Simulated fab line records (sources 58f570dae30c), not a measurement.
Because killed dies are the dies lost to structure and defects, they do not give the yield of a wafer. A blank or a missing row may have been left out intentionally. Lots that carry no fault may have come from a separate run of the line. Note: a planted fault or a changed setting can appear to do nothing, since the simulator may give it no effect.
Problem report in the 8D (eight disciplines) form, filled by code || flow berkeley cmos170 || the parts of the form that need people (team, actions taken, sign-off) are left out

== 1. WHAT IS WRONG ==
Wafers free of any fault read 37.29 ohm/sq (standard deviation 0.072) for NSD_RS at UCB170_SDANNEAL_RS_MEAS_03, against a mean of 38.12 ohm/sq on 6 wafers of 2 lots. Relative to the usual mean, that is a shift of +11 standard deviations.
The step: measures by four-point-probe.
The first sign was on wafer L777.2 at day 11 03:33, on film metro-03. The record holds 42 wafers of 14 lots with a number at this step. Rule for "out", or "out of limits": more than 4 standard deviations from the usual mean. The other wafers with a number count as sound.

== 2. WHAT THIS IS AND IS NOT ==
{"question": "which readings at this step", "is": "NSD_RS", "is not": "-"}
{"question": "which lots", "is": "L777, L780", "is not": "L763, L766, L768, L769, L770, L771, L774, L779, L782, L783, L784, L785"}
{"question": "which wafers of those lots", "is": "all that have a number", "is not": "-"}
{"question": "read on which gauges", "is": "film metro-03, film metro-04", "is not": "film metro-02"}
{"question": "when", "is": "from day 11 03:33", "is not": "up to then (24 sound wafers); but 12 sound wafers of L782, L783, L784, L785 came after"}

== 3. WHAT RULES OUT EACH SUSPECT ==
Counting: a tool stays on the suspect list if, at a process step up to the reading, it processed all lots that are out and no sound lot following the first of them.
- the gauge at UCB170_SDANNEAL_RS_MEAS_03 has been ruled out. 2 gauges (film metro-03, film metro-04) read the wafers that are out.
- implanter-01 at UCB170_NSD_IMPLANT_08: kept. Every lot that is out went through it, starting with L777 (day 11 01:58), and after that it ran no sound lot; the last sound lot it ran before then is L774 (day 10 13:05). Its own readings are out on those wafers: dose ions cm2.
- plasma asher-04 at UCB170_NSD_STRIP_09 (strips in O2): ruled out as a lasting fault. Following L777 (day 11 02:05), the first lot on it that is out, the sound lots L783, L784, L785 were run on it.
The count leaves implanter-01 at UCB170_NSD_IMPLANT_08.

== 4. THE CAUSE (what the simulator had put in) ==
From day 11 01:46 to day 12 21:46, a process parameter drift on implanter-01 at UCB170_NSD_IMPLANT_08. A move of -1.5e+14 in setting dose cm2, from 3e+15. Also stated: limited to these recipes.
Counting left only this tool.

== 5. SEQUENCE OF EFFECTS, ordered by route ==
Each row: a reading where the mean over the struck wafers with a number is more than 3 standard deviations away from the usual. Scope: only readings with a usual standard deviation given in the record; hours: median across lots of the time from each lot's start at the first step in this table that gives one to its start at this step; sigmas: change in usual standard deviations.
{"hours": 0, "step": "UCB170_NSD_IMPLANT_08", "reading": "dose ions cm2", "usual": 3e+15, "on struck wafers": 3e+15, "change": -1e+14, "sigmas": -48}
{"hours": 0, "step": "UCB170_NSD_STRIP_09", "reading": "strip time to endpoint s", "usual": "35.81 s", "on struck wafers": 35.39, "change": -0.42, "sigmas": -5.1}
{"hours": 2, "step": "UCB170_SDANNEAL_RS_MEAS_03", "reading": "NSD_RS", "usual": "37.29 ohm/sq", "on struck wafers": 38.12, "change": "+0.83", "sigmas": "+11"}
Here are the process steps it includes:
- UCB170_NSD_IMPLANT_08
- UCB170_NSD_STRIP_09: strips in O2.

== 6. WHAT WOULD HAVE CAUGHT IT SOONER ==
In this record the first reading out of limits at a measuring or inspecting step was taken at day 11 03:33, 2 hours after the fault began at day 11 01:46.
The tool's own readings at UCB170_NSD_IMPLANT_08 were out on every struck wafer that the step has a row for (dose ions cm2): an alarm limit on them would have fired on the first of those.
Lots out: 2; of these, L780 started UCB170_NSD_IMPLANT_08 on implanter-01 after day 11 03:33. It would have been spared by a hold on the tool at that moment.
